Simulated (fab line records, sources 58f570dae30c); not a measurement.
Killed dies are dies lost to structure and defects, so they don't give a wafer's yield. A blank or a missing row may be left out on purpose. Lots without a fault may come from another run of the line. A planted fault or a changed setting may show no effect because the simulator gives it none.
One fault seen from 2 desks | flow berkeley_cmos170 | each desk has only its own numbers; what lay behind them comes last

THE TOOL OWNER'S DESK: implanter-03
The tool's own readings at UCB170_NLDD_IMPLANT_08: means of the sampled wafers that have a number, for each lot that ran on this tool. A lot is out of limits, marked OUT, if its mean lies more than 4 standard deviations from the usual mean; the brackets give that distance.
Columns: A = dose_ions_cm2 at UCB170_NLDD_IMPLANT_08, usual 5.001e+13; B = faraday_current_uA at UCB170_NLDD_IMPLANT_08, usual 158
lot  | first seen here | A                           | B
L629 | day 7 04:31     | 4.995e+13                   | 157
L631 | day 7 09:11     | 5.001e+13                   | 158
L634 | day 7 13:35     | 5.002e+13                   | 161
L637 | day 8 11:20     | 5.000e+13                   | 160
L638 | day 8 18:56     | 5.001e+13                   | 158
L647 | day 10 06:49    | 8.027e+13 (+99 or more) OUT | 255 (+29) OUT
L649 | day 10 16:02    | 8.026e+13 (+99 or more) OUT | 250 (+28) OUT
This desk's finding: out of limits on L647, L649; first on L647, day 10 06:49 (dose_ions_cm2 at UCB170_NLDD_IMPLANT_08). In limits: L629, L631, L634, L637, L638.

THE METROLOGY DESK
What the gauges read, lot by lot, whatever tool the lot ran on: means of the sampled wafers that have a number. A lot is out of limits, marked OUT, if its mean lies more than 4 standard deviations from the usual mean; the brackets give that distance.
Columns: A = NLDD_TW at UCB170_NLDD_TW_MEAS_11, usual 2213; B = NLDD_RS at UCB170_SDANNEAL_RS_MEAS_05, usual 616.1 ohm/sq
lot  | first seen here | A              | B
L627 | day 6 16:30     | 2219           | 616.2
L629 | day 7 04:55     | 2213           | 617.0
L631 | day 7 09:35     | 2218           | 614.5
L630 | day 7 11:09     | 2230           | 618.4
L632 | day 7 13:36     | 2213           | 615.7
L634 | day 7 13:57     | 2215           | 616.7
L636 | day 8 11:29     | 2202           | 616.6
L637 | day 8 11:44     | 2243           | 615.8
L635 | day 8 11:45     | 2206           | 615.2
L638 | day 8 19:20     | 2203           | 613.7
L639 | day 8 19:56     | 2198           | 616.4
L644 | day 10 01:13    | 2199           | 616.9
L647 | day 10 07:11    | 2371 (+13) OUT | 513.7 (-73) OUT
L649 | day 10 16:26    | 2385 (+14) OUT | 513.5 (-73) OUT
This desk's finding: out of limits on L647, L649; first on L647, day 10 07:11 (NLDD_TW at UCB170_NLDD_TW_MEAS_11). In limits: L627, L629, L631, L630, L632, L634, L636, L637, L635, L638, L639, L644.

PUT TOGETHER
The tool owner's desk could have raised an alarm at day 10 06:49, on L647, L649.
The metrology desk could have raised an alarm at day 10 07:11, on L647, L649.
Of the lots named, all ran UCB170_NLDD_IMPLANT_08 on implanter-03.

WHAT THE SIMULATOR HAD PUT IN
Process parameter drift: implanter-03, from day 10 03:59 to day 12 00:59, at UCB170_NLDD_IMPLANT_08. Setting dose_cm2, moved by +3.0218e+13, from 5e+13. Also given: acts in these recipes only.
Lots struck among those shown: L647, L649.
Hours from the fault's start to each desk's first reading out of limits: the tool owner's desk, 3; the metrology desk, 3.
